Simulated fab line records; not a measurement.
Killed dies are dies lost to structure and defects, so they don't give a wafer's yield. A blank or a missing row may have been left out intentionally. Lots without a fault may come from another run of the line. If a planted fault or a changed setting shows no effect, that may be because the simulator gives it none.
Which tool did it? :: flow berkeley-cmos170 :: at 1 step of a route of 331, 14 lots with 42 wafers sampled

## WHAT EACH GAUGE READ, for each wafer
Not one reading of a measure or inspect step in the record can be checked against a usual standard deviation.

## WHAT TOOL EACH LOT RAN ON (gives the tool, then ch and the chambers of the sampled wafers, and finally the start)
lot: L571
UCB170_CONTACT_RTA_08: rtp-anneal-02 ch 0, day 6 15:12

lot: L572
UCB170_CONTACT_RTA_08: rtp-anneal-01 ch 0, day 7 01:43

lot: L574
UCB170_CONTACT_RTA_08: rtp-anneal-02 ch 0, day 7 07:04

lot: L578
UCB170_CONTACT_RTA_08: rtp-anneal-01, day 7 22:31

lot: L577
UCB170_CONTACT_RTA_08: rtp-anneal-01, day 7 22:59

lot: L585
UCB170_CONTACT_RTA_08: rtp-anneal-01 ch 0, day 10 00:19

lot: L584
UCB170_CONTACT_RTA_08: rtp-anneal-02 ch 0, day 10 00:29

lot: L586
UCB170_CONTACT_RTA_08: rtp-anneal-01 ch 0, day 10 14:35

lot: L587
UCB170_CONTACT_RTA_08: rtp-anneal-01 ch 0, day 10 22:47

lot: L588
UCB170_CONTACT_RTA_08: rtp-anneal-02 ch 0, day 10 22:58

lot: L592
UCB170_CONTACT_RTA_08: rtp-anneal-02 ch 0, day 11 15:49

lot: L590
UCB170_CONTACT_RTA_08: rtp-anneal-01 ch 0, day 11 15:54

lot: L593
UCB170_CONTACT_RTA_08: rtp-anneal-02 ch 0, day 11 15:55

lot: L594
UCB170_CONTACT_RTA_08: rtp-anneal-01 ch 0, day 12 20:34
- UCB170_CONTACT_RTA_08: time 10 s.

## WHAT THE TOOLS THEMSELVES READ (means of the sampled wafers that have a number; where no wafer has one, the mark that the record gives instead)
UCB170_CONTACT_RTA_08.
lot: L571
tool: rtp-anneal-02
anneal-temp-c-max: 906.7
chamber-o2-ppm: 2.002
lamp-power-pct (%): 25.1
wafer_temp_C_max: 902.5

lot: L572
tool: rtp-anneal-01
anneal-temp-c-max: 904.6
chamber-o2-ppm: 2.035
lamp-power-pct (%): 22.9
wafer_temp_C_max: 904.2

lot: L574
tool: rtp-anneal-02
anneal-temp-c-max: 905.0
chamber-o2-ppm: 1.981
lamp-power-pct (%): 25.1
wafer_temp_C_max: 902.6

lot: L578
tool: rtp-anneal-01
anneal-temp-c-max: -
chamber-o2-ppm: -
lamp-power-pct (%): -
wafer_temp_C_max: -

lot: L577
tool: rtp-anneal-01
anneal-temp-c-max: -
chamber-o2-ppm: -
lamp-power-pct (%): -
wafer_temp_C_max: -

lot: L585
tool: rtp-anneal-01
anneal-temp-c-max: 904.4
chamber-o2-ppm: 1.986
lamp-power-pct (%): 22.9
wafer_temp_C_max: 903.3

lot: L584
tool: rtp-anneal-02
anneal-temp-c-max: 905.6
chamber-o2-ppm: 2.022
lamp-power-pct (%): 25.1
wafer_temp_C_max: 902.5

lot: L586
tool: rtp-anneal-01
anneal-temp-c-max: 905.6
chamber-o2-ppm: 1.996
lamp-power-pct (%): 22.9
wafer_temp_C_max: 904.3

lot: L587
tool: rtp-anneal-01
anneal-temp-c-max: 904.6
chamber-o2-ppm: 1.995
lamp-power-pct (%): 22.9
wafer_temp_C_max: 904.2

lot: L588
tool: rtp-anneal-02
anneal-temp-c-max: 906.7
chamber-o2-ppm: 2.011
lamp-power-pct (%): 25.1
wafer_temp_C_max: 902.8

lot: L592
tool: rtp-anneal-02
anneal-temp-c-max: 905.0
chamber-o2-ppm: 2.007
lamp-power-pct (%): 25.1
wafer_temp_C_max: 902.9

lot: L590
tool: rtp-anneal-01
anneal-temp-c-max: 904.6
chamber-o2-ppm: 2.004
lamp-power-pct (%): 22.9
wafer_temp_C_max: 903.8

lot: L593
tool: rtp-anneal-02
anneal-temp-c-max: 906.2
chamber-o2-ppm: 1.997
lamp-power-pct (%): 25.1
wafer_temp_C_max: 902.7

lot: L594
tool: rtp-anneal-01
anneal-temp-c-max: 904.7
chamber-o2-ppm: 2.006
lamp-power-pct (%): 22.9
wafer_temp_C_max: 903.8

## THE ANSWER, worked out from the rows above alone
Rule: what is usual is taken from the lots themselves. The widest of any qualifying gaps counts: lots, ordered by their means at a reading, are off when they make up no more than a third of the lots, leave a main group of 4 or more, and stand apart from it by 3 or more times the standard deviation of that group's means. A main group whose means are all the same, to the digits that the tables above print for the reading, isn't used. Also off: a lot with no number at a reading for which 4 or more lots have one. The other lots that the step has rows for count as sound. First the gauges in route order, then the tools' own readings, where a lot's mean is used as printed above. The first step at which some lot is off is used, and at that step the reading that is off furthest; a lot without a number counts as furthest.
Off at UCB170_CONTACT_RTA_08 (anneal-temp-c-max): L578, L577. Without a number there: L578, L577. Mean 905.3 and standard deviation 0.8 in the main group.
A tool fits if, at that step or a process step before it, it ran every lot that is off, and no sound lot after the first of them. No candidate that was tried fits.

## WHAT THE SIMULATOR HAD PUT IN
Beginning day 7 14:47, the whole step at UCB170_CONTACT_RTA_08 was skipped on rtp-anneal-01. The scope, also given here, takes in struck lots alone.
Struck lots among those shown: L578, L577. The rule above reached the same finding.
